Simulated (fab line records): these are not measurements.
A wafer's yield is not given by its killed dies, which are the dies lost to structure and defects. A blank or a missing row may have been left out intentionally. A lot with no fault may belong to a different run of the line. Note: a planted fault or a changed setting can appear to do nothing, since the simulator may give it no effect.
A lot that was struck, set against a sound lot ; flow rit-cmos ; 15 out of 202 route steps
Sound: the wafers L318.3, L318.4, L318.6. Wafers L321.2, L321.5, L321.6 were the ones struck. The cause is named last.
Per side, at each step with rows, come the tool, then ch with its chambers, and then its first start. Under that, the readings that differ: sound wafers ; struck wafers ; difference of the means ; sigmas: that difference in standard deviations of wafers without a fault.
alike: readings whose means differ by less than 2 such deviations, and words and numbers that are the same on both sides. not compared: withheld readings, readings that some wafer has no value for, bounds like >300 that may hide the same value, and numbers for which the record gives no deviation and whose values overlap.
A row with sigmas, a row that says differs or no value, or rows on one side alone: a step with any of these is where the two part. When numbers do not overlap yet have no deviation, they are printed without sigmas and do not part them. Lack of a reading on every wafer of one side parts them only where that side has two or more wafers.

first, 6 steps without rows for these wafers: RIT_CONTACT_HMDS_02 (prime time 60 s); RIT_CONTACT_COAT_03 (resist thk 1000 nm); RIT_CONTACT_SOFTBAKE_04 (time 60 s); RIT_CONTACT_EXPOSE_05 (exposes mask M11, target cd 1000 nm); RIT_CONTACT_PEB_06; RIT_CONTACT_DEVELOP_07 (develop time 121.9 s).
RIT_CONTACT_CD_MEAS_08: the cd target is 1000 nm.
  struck on cd-sem-01, day 3 23:44; sound on cd-sem-02, day 3 09:07
  alike: cd-nm
RIT_CONTACT_OVL_MEAS_09:
  struck on overlay-01, day 3 23:51; sound on overlay-02, day 3 09:12
  alike: CONTACT_OVL
then, 1 step without rows for these wafers: RIT_CONTACT_HARDBAKE_10 (time 60 s).
RIT_CONTACT_ETCH_11: etches SiO2 in CHF3/CF4/Ar, stops on TiSi2, target depth 480 nm, time 320 s.
  sound on rie-diel-04 ch 1,3, day 3 09:23; struck on rie-diel-03 ch 0,2, day 4 00:02
  alike: chamber-pressure-mTorr, drypump-motor-current-A, oes-product-au, throttle-valve-pct
  not compared: rf-hours-counter-h
RIT_CONTACT_STRIP_12: strips in O2, time 180 s.
  sound on plasma-asher-01 ch 0,1, day 3 09:38; struck on plasma-asher-03 ch 0,1, day 4 00:19
  alike: chamber-pressure-mTorr, drypump-motor-current-A
  not compared: rf-hours-counter-h
RIT_CONTACT_CD_MEAS_90: the cd target is 1000 nm.
  struck on cd-sem-02, day 4 00:31; sound on cd-sem-02, day 3 09:47
  alike: cd-nm
RIT_CONTACT_CLEAN_13: cleans in SC1, time 600 s.
  sound on wet-bench-01 ch 3, day 3 09:52; struck on wet-bench-02 ch 2, day 4 00:37
reading;sound;struck;difference;sigmas
run-length-s (s);625 625 625;721 721 721;+96;+30
then, 1 step without rows for these wafers: RIT_CONTACT_CLEAN_14 (cleans in SC2, time 600 s).
RIT_M1_PROBE_99:
  struck on prober-01, day 4 05:10; sound on prober-01, day 3 14:44
  alike: killed-at-contacts, killed-at-front-end, killed-dies, killed-open, killed-short

WHERE THEY PART
At RIT_CONTACT_CLEAN_13 and nowhere else, as far as this record goes. Later steps at which nothing parts them and some readings are alike: RIT_M1_PROBE_99.

WHY: what the simulator had put in
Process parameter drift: wet-bench-02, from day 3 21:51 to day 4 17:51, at RIT_CONTACT_CLEAN_13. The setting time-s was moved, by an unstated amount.
